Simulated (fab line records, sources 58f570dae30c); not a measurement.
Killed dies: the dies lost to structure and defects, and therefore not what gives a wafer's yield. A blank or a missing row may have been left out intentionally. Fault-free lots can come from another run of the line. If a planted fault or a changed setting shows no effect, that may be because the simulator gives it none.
Which of the tools did it? || flow berkeleyCmos170 || 39 wafers from 13 lots sampled at 6 of the route's 331 steps

WHAT EACH GAUGE READ, for each wafer
UCB170_V2_CD_MEAS_90: target cd 700 nm.
{"lot": "L513", "measured": "day 8 11:11", "on": "cdSem-01", "cdNm (nm)": "697.1 697.7 698.3"}
{"lot": "L512", "measured": "day 8 11:34", "on": "cdSem-02", "cdNm (nm)": "700.4 702.1 701.9"}
{"lot": "L516", "measured": "day 8 23:02", "on": "cdSem-01", "cdNm (nm)": "700.2 698.6 699.6"}
{"lot": "L517", "measured": "day 9 00:08", "on": "cdSem-01", "cdNm (nm)": "698.6 699.1 699.1"}
{"lot": "L520", "measured": "day 9 16:28", "on": "cdSem-01", "cdNm (nm)": "702.3 700.9 700.5"}
{"lot": "L521", "measured": "day 9 16:44", "on": "cdSem-01", "cdNm (nm)": "697.9 693.3 698.2 697.4 693.5 698.5"}
{"lot": "L525", "measured": "day 10 23:17", "on": "cdSem-01", "cdNm (nm)": "700.6 700.0 699.3"}
{"lot": "L524", "measured": "day 10 23:37", "on": "cdSem-01", "cdNm (nm)": "698.9 700.6 698.5"}
{"lot": "L529", "measured": "day 11 20:41", "on": "cdSem-02", "cdNm (nm)": "698.3 699.1 699.0"}
{"lot": "L530", "measured": "day 11 21:26", "on": "cdSem-02", "cdNm (nm)": "698.7 699.7 699.3"}
{"lot": "L528", "measured": "day 11 21:28", "on": "cdSem-01", "cdNm (nm)": "701.7 701.0 701.4"}
{"lot": "L531", "measured": "day 12 16:32", "on": "cdSem-01", "cdNm (nm)": "700.7 702.0 699.8"}
{"lot": "L534", "measured": "day 13 04:13", "on": "cdSem-02", "cdNm (nm)": "699.0 698.7 697.8"}

UCB170_M3_THK_MEAS_03: measures by xrf.
{"lot": "L513", "measured": "day 8 11:34", "on": "filmMetro-04", "M3_AL_THK (nm)": "895 892 891"}
{"lot": "L512", "measured": "day 8 11:58", "on": "filmMetro-01", "M3_AL_THK (nm)": "898 897 890"}
{"lot": "L516", "measured": "day 8 23:25", "on": "filmMetro-04", "M3_AL_THK (nm)": "915 910 919"}
{"lot": "L517", "measured": "day 9 00:31", "on": "filmMetro-03", "M3_AL_THK (nm)": "889 887 891"}
{"lot": "L520", "measured": "day 9 16:52", "on": "filmMetro-03", "M3_AL_THK (nm)": "904 915 903"}
{"lot": "L521", "measured": "day 9 20:54", "on": "filmMetro-04", "M3_AL_THK (nm)": "904 911"}
{"lot": "L525", "measured": "day 10 23:41", "on": "filmMetro-01", "M3_AL_THK (nm)": "901 891 898"}
{"lot": "L524", "measured": "day 10 23:59", "on": "filmMetro-04", "M3_AL_THK (nm)": "906 913 920"}
{"lot": "L529", "measured": "day 11 21:04", "on": "filmMetro-03", "M3_AL_THK (nm)": "910 905 905"}
{"lot": "L530", "measured": "day 11 21:48", "on": "filmMetro-01", "M3_AL_THK (nm)": "909 915 906"}
{"lot": "L528", "measured": "day 11 21:50", "on": "filmMetro-03", "M3_AL_THK (nm)": "912 916 915"}
{"lot": "L531", "measured": "day 12 16:55", "on": "filmMetro-04", "M3_AL_THK (nm)": "913 910 906"}
{"lot": "L534", "measured": "day 13 04:36", "on": "filmMetro-04", "M3_AL_THK (nm)": "924 923 922"}

UCB170_M3_BOW_MEAS_20.
{"lot": "L513", "measured": "day 8 14:04", "on": "filmMetro-03", "M3_BOW (um)": "32 31 30"}
{"lot": "L512", "measured": "day 8 14:40", "on": "filmMetro-03", "M3_BOW (um)": "39 40 44"}
{"lot": "L516", "measured": "day 9 01:55", "on": "filmMetro-01", "M3_BOW (um)": "28 38 43"}
{"lot": "L517", "measured": "day 9 02:54", "on": "filmMetro-04", "M3_BOW (um)": "39 32 38"}
{"lot": "L520", "measured": "day 9 20:02", "on": "filmMetro-01", "M3_BOW (um)": "23 27 27"}
{"lot": "L521", "measured": "day 9 23:08", "on": "filmMetro-03", "M3_BOW (um)": "24 39"}
{"lot": "L525", "measured": "day 11 02:32", "on": "filmMetro-03", "M3_BOW (um)": "25 24 34"}
{"lot": "L524", "measured": "day 11 03:09", "on": "filmMetro-01", "M3_BOW (um)": "28 37 40"}
{"lot": "L529", "measured": "day 12 00:28", "on": "filmMetro-03", "M3_BOW (um)": "37 33 31"}
{"lot": "L530", "measured": "day 12 02:11", "on": "filmMetro-01", "M3_BOW (um)": "41 33 38"}
{"lot": "L528", "measured": "day 12 02:29", "on": "filmMetro-01", "M3_BOW (um)": "40 35 30"}
{"lot": "L531", "measured": "day 12 19:17", "on": "filmMetro-03", "M3_BOW (um)": "41 39 39"}
{"lot": "L534", "measured": "day 13 07:46", "on": "filmMetro-03", "M3_BOW (um)": "30 44 40"}

WHAT TOOL EACH LOT RAN ON (gives the tool, then ch and the chambers of the sampled wafers, and finally the start)
{"lot": "L513", "UCB170_V2_ETCH_14": "rieDiel-03 ch 0,1,2, day 8 10:54", "UCB170_V2_STRIP_15": "plasmaAsher-04 ch 0,1, day 8 11:05", "UCB170_M3_SPUTTER_01": "pvdSputter-02, day 8 11:22"}
{"lot": "L512", "UCB170_V2_ETCH_14": "rieDiel-03 ch 1,3, day 8 11:17", "UCB170_V2_STRIP_15": "plasmaAsher-04 ch 0,1, day 8 11:28", "UCB170_M3_SPUTTER_01": "pvdSputter-03, day 8 11:46"}
{"lot": "L516", "UCB170_V2_ETCH_14": "rieDiel-02 ch 1,2, day 8 22:45", "UCB170_V2_STRIP_15": "plasmaAsher-04 ch 0,1, day 8 22:56", "UCB170_M3_SPUTTER_01": "pvdSputter-02, day 8 23:13"}
{"lot": "L517", "UCB170_V2_ETCH_14": "rieDiel-02 ch 1,3, day 8 23:51", "UCB170_V2_STRIP_15": "plasmaAsher-01 ch 0,1, day 9 00:02", "UCB170_M3_SPUTTER_01": "pvdSputter-02, day 9 00:19"}
{"lot": "L520", "UCB170_V2_ETCH_14": "rieDiel-01 ch 0,2,3, day 9 16:11", "UCB170_V2_STRIP_15": "plasmaAsher-04 ch 0,1, day 9 16:22", "UCB170_M3_SPUTTER_01": "pvdSputter-01, day 9 16:39"}
{"lot": "L521", "UCB170_V2_ETCH_14": "rieDiel-03 ch 0,2, day 9 16:28", "UCB170_V2_STRIP_15": "plasmaAsher-03 ch 0,1, day 9 16:38", "UCB170_M3_SPUTTER_01": "pvdSputter-02, day 9 20:41"}
{"lot": "L525", "UCB170_V2_ETCH_14": "rieDiel-01 ch 0,1, day 10 23:01", "UCB170_V2_STRIP_15": "plasmaAsher-04 ch 0,1, day 10 23:11", "UCB170_M3_SPUTTER_01": "pvdSputter-01, day 10 23:28"}
{"lot": "L524", "UCB170_V2_ETCH_14": "rieDiel-02 ch 2,3, day 10 23:19", "UCB170_V2_STRIP_15": "plasmaAsher-01 ch 0, day 10 23:29", "UCB170_M3_SPUTTER_01": "pvdSputter-03, day 10 23:47"}
{"lot": "L529", "UCB170_V2_ETCH_14": "rieDiel-02 ch 0,3, day 11 20:23", "UCB170_V2_STRIP_15": "plasmaAsher-04 ch 0,1, day 11 20:34", "UCB170_M3_SPUTTER_01": "pvdSputter-01, day 11 20:51"}
{"lot": "L530", "UCB170_V2_ETCH_14": "rieDiel-01 ch 0,1,2, day 11 21:07", "UCB170_V2_STRIP_15": "plasmaAsher-03 ch 0,1, day 11 21:20", "UCB170_M3_SPUTTER_01": "pvdSputter-03, day 11 21:35"}
{"lot": "L528", "UCB170_V2_ETCH_14": "rieDiel-02 ch 0,3, day 11 21:10", "UCB170_V2_STRIP_15": "plasmaAsher-04 ch 0,1, day 11 21:22", "UCB170_M3_SPUTTER_01": "pvdSputter-01, day 11 21:37"}
{"lot": "L531", "UCB170_V2_ETCH_14": "rieDiel-02 ch 1,3, day 12 16:14", "UCB170_V2_STRIP_15": "plasmaAsher-01 ch 0,1, day 12 16:25", "UCB170_M3_SPUTTER_01": "pvdSputter-03, day 12 16:42"}
{"lot": "L534", "UCB170_V2_ETCH_14": "rieDiel-01 ch 0,1,2, day 13 03:55", "UCB170_V2_STRIP_15": "plasmaAsher-03 ch 0, day 13 04:06", "UCB170_M3_SPUTTER_01": "pvdSputter-02, day 13 04:23"}
- UCB170_V2_ETCH_14: etches SiO2 in CHF3/CF4/Ar, stops on Al, target depth 1250 nm, time 291 s.
- UCB170_V2_STRIP_15: strips in O2.
- UCB170_M3_SPUTTER_01: material Al, target thk 900 nm, time 120 s.

WHAT THE TOOLS THEMSELVES READ (means of the sampled wafers that have a number; where no wafer has one, the mark that the record gives instead)
UCB170_V2_ETCH_14.
{"lot": "L513", "tool": "rieDiel-03", "CHF3_flow_sccm (sccm)": 45.10, "drypumpMotorCurrentA (A)": 5.3, "oesProductAu (a.u.)": 0.874, "rfFwdPowerW (W)": 698.1, "throttleValvePct (%)": 7.00}
{"lot": "L512", "tool": "rieDiel-03", "CHF3_flow_sccm (sccm)": 45.01, "drypumpMotorCurrentA (A)": 5.7, "oesProductAu (a.u.)": 0.865, "rfFwdPowerW (W)": 699.2, "throttleValvePct (%)": 6.94}
{"lot": "L516", "tool": "rieDiel-02", "CHF3_flow_sccm (sccm)": 45.00, "drypumpMotorCurrentA (A)": 6.1, "oesProductAu (a.u.)": 0.858, "rfFwdPowerW (W)": 698.1, "throttleValvePct (%)": 6.83}
{"lot": "L517", "tool": "rieDiel-02", "CHF3_flow_sccm (sccm)": 45.01, "drypumpMotorCurrentA (A)": 5.8, "oesProductAu (a.u.)": 0.865, "rfFwdPowerW (W)": 697.5, "throttleValvePct (%)": 6.88}
{"lot": "L520", "tool": "rieDiel-01", "CHF3_flow_sccm (sccm)": 45.03, "drypumpMotorCurrentA (A)": 5.9, "oesProductAu (a.u.)": 0.873, "rfFwdPowerW (W)": 697.7, "throttleValvePct (%)": 6.94}
{"lot": "L521", "tool": "rieDiel-03", "CHF3_flow_sccm (sccm)": 45.09, "drypumpMotorCurrentA (A)": 5.7, "oesProductAu (a.u.)": 0.870, "rfFwdPowerW (W)": 606.6, "throttleValvePct (%)": 6.98}
{"lot": "L525", "tool": "rieDiel-01", "CHF3_flow_sccm (sccm)": 45.05, "drypumpMotorCurrentA (A)": 6.2, "oesProductAu (a.u.)": 0.896, "rfFwdPowerW (W)": 699.6, "throttleValvePct (%)": 7.02}
{"lot": "L524", "tool": "rieDiel-02", "CHF3_flow_sccm (sccm)": 45.11, "drypumpMotorCurrentA (A)": 5.7, "oesProductAu (a.u.)": 0.873, "rfFwdPowerW (W)": 697.8, "throttleValvePct (%)": 7.01}
{"lot": "L529", "tool": "rieDiel-02", "CHF3_flow_sccm (sccm)": 45.16, "drypumpMotorCurrentA (A)": 5.4, "oesProductAu (a.u.)": 0.881, "rfFwdPowerW (W)": 696.6, "throttleValvePct (%)": 7.05}
{"lot": "L530", "tool": "rieDiel-01", "CHF3_flow_sccm (sccm)": 44.92, "drypumpMotorCurrentA (A)": 6.1, "oesProductAu (a.u.)": 0.874, "rfFwdPowerW (W)": 697.1, "throttleValvePct (%)": 7.00}
{"lot": "L528", "tool": "rieDiel-02", "CHF3_flow_sccm (sccm)": 44.97, "drypumpMotorCurrentA (A)": 5.5, "oesProductAu (a.u.)": 0.880, "rfFwdPowerW (W)": 697.5, "throttleValvePct (%)": 7.03}
{"lot": "L531", "tool": "rieDiel-02", "CHF3_flow_sccm (sccm)": 44.98, "drypumpMotorCurrentA (A)": 5.7, "oesProductAu (a.u.)": 0.866, "rfFwdPowerW (W)": 697.2, "throttleValvePct (%)": 6.98}
{"lot": "L534", "tool": "rieDiel-01", "CHF3_flow_sccm (sccm)": 45.00, "drypumpMotorCurrentA (A)": 6.1, "oesProductAu (a.u.)": 0.874, "rfFwdPowerW (W)": 697.2, "throttleValvePct (%)": 7.00}

UCB170_V2_STRIP_15.
{"lot": "L513", "tool": "plasmaAsher-04", "drypumpMotorCurrentA (A)": 6.1, "oesProductAu (a.u.)": 0.722, "stripTimeToEndpointS (s)": 15.49}
{"lot": "L512", "tool": "plasmaAsher-04", "drypumpMotorCurrentA (A)": 6.1, "oesProductAu (a.u.)": 0.725, "stripTimeToEndpointS (s)": 15.39}
{"lot": "L516", "tool": "plasmaAsher-04", "drypumpMotorCurrentA (A)": 6.1, "oesProductAu (a.u.)": 0.723, "stripTimeToEndpointS (s)": 15.33}
{"lot": "L517", "tool": "plasmaAsher-01", "drypumpMotorCurrentA (A)": 5.1, "oesProductAu (a.u.)": 0.722, "stripTimeToEndpointS (s)": 15.28}
{"lot": "L520", "tool": "plasmaAsher-04", "drypumpMotorCurrentA (A)": 6.1, "oesProductAu (a.u.)": 0.721, "stripTimeToEndpointS (s)": 15.38}
{"lot": "L521", "tool": "plasmaAsher-03", "drypumpMotorCurrentA (A)": 5.9, "oesProductAu (a.u.)": 0.724, "stripTimeToEndpointS (s)": 15.82}
{"lot": "L525", "tool": "plasmaAsher-04", "drypumpMotorCurrentA (A)": 6.4, "oesProductAu (a.u.)": 0.727, "stripTimeToEndpointS (s)": 15.42}
{"lot": "L524", "tool": "plasmaAsher-01", "drypumpMotorCurrentA (A)": 5.0, "oesProductAu (a.u.)": 0.721, "stripTimeToEndpointS (s)": 15.32}
{"lot": "L529", "tool": "plasmaAsher-04", "drypumpMotorCurrentA (A)": 6.1, "oesProductAu (a.u.)": 0.723, "stripTimeToEndpointS (s)": 15.28}
{"lot": "L530", "tool": "plasmaAsher-03", "drypumpMotorCurrentA (A)": 5.8, "oesProductAu (a.u.)": 0.719, "stripTimeToEndpointS (s)": 15.37}
{"lot": "L528", "tool": "plasmaAsher-04", "drypumpMotorCurrentA (A)": 6.1, "oesProductAu (a.u.)": 0.727, "stripTimeToEndpointS (s)": 15.39}
{"lot": "L531", "tool": "plasmaAsher-01", "drypumpMotorCurrentA (A)": 5.0, "oesProductAu (a.u.)": 0.722, "stripTimeToEndpointS (s)": 15.34}
{"lot": "L534", "tool": "plasmaAsher-03", "drypumpMotorCurrentA (A)": 6.1, "oesProductAu (a.u.)": 0.721, "stripTimeToEndpointS (s)": 15.37}

UCB170_M3_SPUTTER_01.
{"lot": "L513", "tool": "pvdSputter-02", "throttleValvePct (%)": 28.4}
{"lot": "L512", "tool": "pvdSputter-03", "throttleValvePct (%)": 31.4}
{"lot": "L516", "tool": "pvdSputter-02", "throttleValvePct (%)": 28.8}
{"lot": "L517", "tool": "pvdSputter-02", "throttleValvePct (%)": 28.5}
{"lot": "L520", "tool": "pvdSputter-01", "throttleValvePct (%)": 31.4}
{"lot": "L521", "tool": "pvdSputter-02", "throttleValvePct (%)": 29.0}
{"lot": "L525", "tool": "pvdSputter-01", "throttleValvePct (%)": 31.3}
{"lot": "L524", "tool": "pvdSputter-03", "throttleValvePct (%)": 31.1}
{"lot": "L529", "tool": "pvdSputter-01", "throttleValvePct (%)": 31.3}
{"lot": "L530", "tool": "pvdSputter-03", "throttleValvePct (%)": 30.8}
{"lot": "L528", "tool": "pvdSputter-01", "throttleValvePct (%)": 29.7}
{"lot": "L531", "tool": "pvdSputter-03", "throttleValvePct (%)": 31.4}
{"lot": "L534", "tool": "pvdSputter-02", "throttleValvePct (%)": 28.5}

THE ANSWER, worked out from the rows above alone
Rule: usual is defined by the lots themselves. Put in order of their means at a reading, lots are off if they are a third of the lots or fewer, leave a main group of 4 or more, and stand apart from it by a gap of 3 or more times the standard deviation of the main group's means; of several such gaps the widest counts. A main group is skipped when, at the precision printed for the reading in the tables above, its means are all equal. Also off: a lot with no number at a reading for which 4 or more lots have one. The other lots that the step has rows for count as sound. After the gauges, taken in route order, come the tools' own readings; for these a lot's mean is taken, as printed above. The first step at which some lot is off is used, and at that step the reading that is off furthest; a lot without a number counts as furthest.
Off: L521 (UCB170_V2_ETCH_14, rfFwdPowerW). Main group: mean 697.8 W, sd 0.83.
A tool fits if, at that step or a process step before it, it ran every lot that is off, and no sound lot after the first of them. One fits: rieDiel-03 at UCB170_V2_ETCH_14. A fault onset in the window from L512 (day 8 11:17, its last sound lot) to L521 (day 9 16:28, its first lot off) fits.
The tool's own readings at UCB170_V2_ETCH_14 bear it out: on the lots that are off they differ by more than 5 times the standard deviation of the sound lots' means. rfFwdPowerW reads 606.6 W there against 697.8 W on the sound lots.

WHAT HAD BEEN PUT IN BY THE SIMULATOR
rieDiel-03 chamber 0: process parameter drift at UCB170_V2_ETCH_14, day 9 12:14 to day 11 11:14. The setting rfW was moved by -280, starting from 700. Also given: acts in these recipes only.
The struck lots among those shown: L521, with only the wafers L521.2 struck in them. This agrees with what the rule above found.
